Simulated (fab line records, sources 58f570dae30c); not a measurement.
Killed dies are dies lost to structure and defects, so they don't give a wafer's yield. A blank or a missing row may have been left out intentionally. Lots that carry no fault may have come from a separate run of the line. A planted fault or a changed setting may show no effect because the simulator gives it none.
Chamber matching + flow berkeley-cmos170 + UCB170_M3_ETCH_17 on rie-diel-01: 4 sister chambers
The step etches BARC in N2/H2. 4 wafers are shown with their chamber, then 7 later ones without.

== WAFERS WITH THEIR CHAMBER ==
| wafer  | chamber | throttle-valve-pct (%) |
|--------|---------|------------------------|
| L316.4 | 1       | 13.04                  |
| L316.6 | 2       | 13.51                  |
| L317.3 | 0       | 13.08                  |
| L317.4 | 3       | 13.60                  |

== WAFERS WITHOUT THEIR CHAMBER ==
| wafer  | throttle-valve-pct (%) |
|--------|------------------------|
| L317.6 | 13.60                  |
| L318.1 | 13.59                  |
| L318.2 | 13.04                  |
| L318.3 | 13.51                  |
| L319.1 | 13.51                  |
| L319.5 | 13.06                  |
| L319.6 | 13.06                  |

== CHAMBER TAKEN BY EACH ==
| wafer  | from the rows above     | in truth |
|--------|-------------------------|----------|
| L317.6 | 3                       | 3        |
| L318.1 | 3                       | 3        |
| L318.2 | 1                       | 1        |
| L318.3 | 2                       | 2        |
| L319.1 | 2                       | 2        |
| L319.5 | can't be placed: 0 or 1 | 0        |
| L319.6 | can't be placed: 0 or 1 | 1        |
Correct placement for 5 of the 7. Cannot be placed on the basis of these rows: 2; the candidates contain the true chamber in 2. Number placed wrongly: 0.
How it was worked out, from the rows above alone: a wafer's distance from a chamber is the root of the sum, over the readings, of the square of ((its reading less the chamber's mean) divided by the reading's scatter). The wafer belongs to the nearest chamber; if the next one is less than 2 further off, it can't be placed. The mean given for a chamber averages the wafers shown for that chamber. The scatter: root of mean squared gap, hidden wafer to nearest shown wafer, with one shown wafer a chamber.
